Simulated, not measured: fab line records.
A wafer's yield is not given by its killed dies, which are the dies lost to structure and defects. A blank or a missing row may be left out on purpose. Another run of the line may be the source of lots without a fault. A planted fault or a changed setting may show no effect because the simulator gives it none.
A struck lot beside a sound one    flow rit-cmos    21 out of 202 route steps
Sound: the wafers L873.1, L873.3, L873.4. Wafers struck: L885.3, L885.4, L885.5. The cause comes at the end.
At each step with rows: each side's tool, then ch and its chambers, then its first start. Under that, the readings that differ: sound wafers    struck wafers    difference of the means    sigmas: that difference in standard deviations of wafers without a fault.
alike: words and numbers the same on both sides, and readings whose means are apart by under 2 such deviations; not compared: readings that were withheld, readings missing a value for some wafer, numbers with overlapping values and no deviation given by the record, and bounds like >300 which may hide the same value.
The two part at a step that has a row with sigmas, a row that says differs or no value, or rows on one side only. When numbers do not overlap yet have no deviation, they are printed without sigmas and do not part them. Lack of a reading on every wafer of one side parts them only where that side has two or more wafers.

first, 6 steps without rows for these wafers: RIT_NRETRO_HMDS_00 (prime time 60 s); RIT_NRETRO_COAT_01 (resist thk 1300 nm); RIT_NRETRO_SOFTBAKE_02 (time 60 s); RIT_NRETRO_EXPOSE_03 (exposes mask M4, target cd 43900 nm); RIT_NRETRO_PEB_04; RIT_NRETRO_DEVELOP_05 (develop time 68 s).
RIT_NRETRO_OVL_MEAS_06:
  sound: overlay-02 at day 2 09:56; struck: overlay-02 at day 5 02:11
  alike: NRETRO_OVL
then, 2 steps without rows for these wafers: RIT_NRETRO_HARDBAKE_07 (time 120 s); RIT_NRETRO_IMPLANT_08.
RIT_NRETRO_STRIP_09: strips in O2, time 180 s.
  sound on plasma-asher-03 ch 0,1, day 2 10:22; struck on plasma-asher-03 ch 0,1, day 5 02:40
  alike: drypump-motor-current-A, o2-flow-sccm
  not compared: rf-hours-counter-h
RIT_NRETRO_TW_MEAS_10:
  sound: film-metro-04 at day 2 10:32; struck: film-metro-04 at day 5 02:48
  alike: NRETRO_TW
then, 1 step without rows for these wafers: RIT_PRETRO_HMDS_00 (prime time 60 s).
RIT_PRETRO_COAT_01: resist thk 1300 nm.
  sound on litho-track-04 ch 0, day 2 10:45; struck on litho-track-01 ch 0, day 5 03:02
reading                                      sound           struck             difference  sigmas
model.NOVOLAK_of_PRETRO_COAT_01.thk-nm (nm)  1290 1292 1292  259.5 260.6 259.2  -1031.6     
then, 4 steps without rows for these wafers: RIT_PRETRO_SOFTBAKE_02 (time 60 s); RIT_PRETRO_EXPOSE_03 (exposes mask M5, target cd 43700 nm); RIT_PRETRO_PEB_04; RIT_PRETRO_DEVELOP_05 (develop time 65.41 s).
RIT_PRETRO_OVL_MEAS_06:
  sound: overlay-02 at day 2 11:29; struck: overlay-02 at day 5 03:44
  alike: PRETRO_OVL
RIT_PRETRO_HARDBAKE_07: time 120 s.
  sound on litho-track-02 ch 0, day 2 11:31; struck on litho-track-01 ch 0, day 5 03:50
reading                                      sound           struck             difference  sigmas
model.NOVOLAK_of_PRETRO_COAT_01.thk-nm (nm)  1128 1130 1130  233.9 234.9 233.5  -895.2      
then, 1 step without rows for these wafers: RIT_PRETRO_IMPLANT_08.
RIT_M1_PROBE_99:
  the record has rows for the sound wafers here (prober-02, day 3 19:20) and none for the struck ones

== WHERE THEY PART ==
RIT_M1_PROBE_99 only, going by this record.

WHY: what the simulator had put in
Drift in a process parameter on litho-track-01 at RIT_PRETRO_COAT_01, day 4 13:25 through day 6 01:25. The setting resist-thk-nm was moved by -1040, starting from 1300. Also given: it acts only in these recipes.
